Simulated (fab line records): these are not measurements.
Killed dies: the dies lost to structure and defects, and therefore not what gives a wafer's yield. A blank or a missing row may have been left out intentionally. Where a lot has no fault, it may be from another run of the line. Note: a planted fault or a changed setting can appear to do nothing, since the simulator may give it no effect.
Matching of chambers / flow berkeley-cmos170 / 4 sister chambers for UCB170_V2_CMP_02 on cmp-02
The step polishes SiO2. 14 wafers are shown with their chamber, then 7 later ones without.

WAFERS, EACH WITH ITS CHAMBER
wafer=L160.1; chamber=0; motor-current-A (A)=20.4; slurry-filter-dp-kPa (kPa)=13.22
wafer=L160.4; chamber=1; motor-current-A (A)=17.0; slurry-filter-dp-kPa (kPa)=13.70
wafer=L160.6; chamber=0; motor-current-A (A)=20.3; slurry-filter-dp-kPa (kPa)=13.38
wafer=L166.1; chamber=0; motor-current-A (A)=18.5; slurry-filter-dp-kPa (kPa)=13.65
wafer=L166.3; chamber=2; motor-current-A (A)=16.6; slurry-filter-dp-kPa (kPa)=13.31
wafer=L166.4; chamber=3; motor-current-A (A)=14.2; slurry-filter-dp-kPa (kPa)=13.50
wafer=L165.1; chamber=2; motor-current-A (A)=16.0; slurry-filter-dp-kPa (kPa)=13.53
wafer=L165.5; chamber=3; motor-current-A (A)=14.5; slurry-filter-dp-kPa (kPa)=13.36
wafer=L165.6; chamber=0; motor-current-A (A)=21.8; slurry-filter-dp-kPa (kPa)=13.40
wafer=L168.1; chamber=1; motor-current-A (A)=17.1; slurry-filter-dp-kPa (kPa)=13.54
wafer=L168.4; chamber=2; motor-current-A (A)=16.6; slurry-filter-dp-kPa (kPa)=13.69
wafer=L168.5; chamber=1; motor-current-A (A)=16.5; slurry-filter-dp-kPa (kPa)=13.39
wafer=L170.2; chamber=0; motor-current-A (A)=21.1; slurry-filter-dp-kPa (kPa)=13.61
wafer=L170.5; chamber=3; motor-current-A (A)=14.2; slurry-filter-dp-kPa (kPa)=13.48

SIGNATURES, as means of the wafers listed above
reading=motor-current-A; chamber 0=20.420; chamber 1=16.867; chamber 2=16.400; chamber 3=14.300; scatter within a chamber=0.811
reading=slurry-filter-dp-kPa; chamber 0=13.4520; chamber 1=13.5433; chamber 2=13.5100; chamber 3=13.4467; scatter within a chamber=0.161
Rule: distance of a wafer from a chamber = root of the sum over the readings of ((wafer's reading minus chamber's mean) / reading's scatter) squared. If the next closest chamber is less than 2 further off than the closest, the wafer can't be placed; otherwise it belongs to the closest. The scatter: take each reading less its chamber's mean, square it, sum over the shown wafers, divide by the number of wafers less the number of chambers, and take the root.

WAFERS WITHOUT THEIR CHAMBER
wafer=L170.6; motor-current-A (A)=20.5; slurry-filter-dp-kPa (kPa)=13.57
wafer=L174.2; motor-current-A (A)=17.6; slurry-filter-dp-kPa (kPa)=13.33
wafer=L174.3; motor-current-A (A)=14.2; slurry-filter-dp-kPa (kPa)=13.71
wafer=L174.6; motor-current-A (A)=16.4; slurry-filter-dp-kPa (kPa)=13.52
wafer=L180.2; motor-current-A (A)=21.5; slurry-filter-dp-kPa (kPa)=13.53
wafer=L180.4; motor-current-A (A)=15.4; slurry-filter-dp-kPa (kPa)=13.64
wafer=L180.5; motor-current-A (A)=21.1; slurry-filter-dp-kPa (kPa)=13.57

WHICH CHAMBER EACH ONE RAN IN
wafer=L170.6; from the rows above=0; in truth=0
wafer=L174.2; from the rows above=can't be placed: 1 or 2 or 0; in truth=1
wafer=L174.3; from the rows above=can't be placed: 3 or 2 or 1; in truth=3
wafer=L174.6; from the rows above=can't be placed: 2 or 1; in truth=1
wafer=L180.2; from the rows above=0; in truth=0
wafer=L180.4; from the rows above=can't be placed: 2 or 3 or 1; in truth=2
wafer=L180.5; from the rows above=0; in truth=0
Correct placement for 3 of the 7. Not placeable from these rows: 4 (in 4, the candidates include the true chamber). Number placed wrongly: 0.
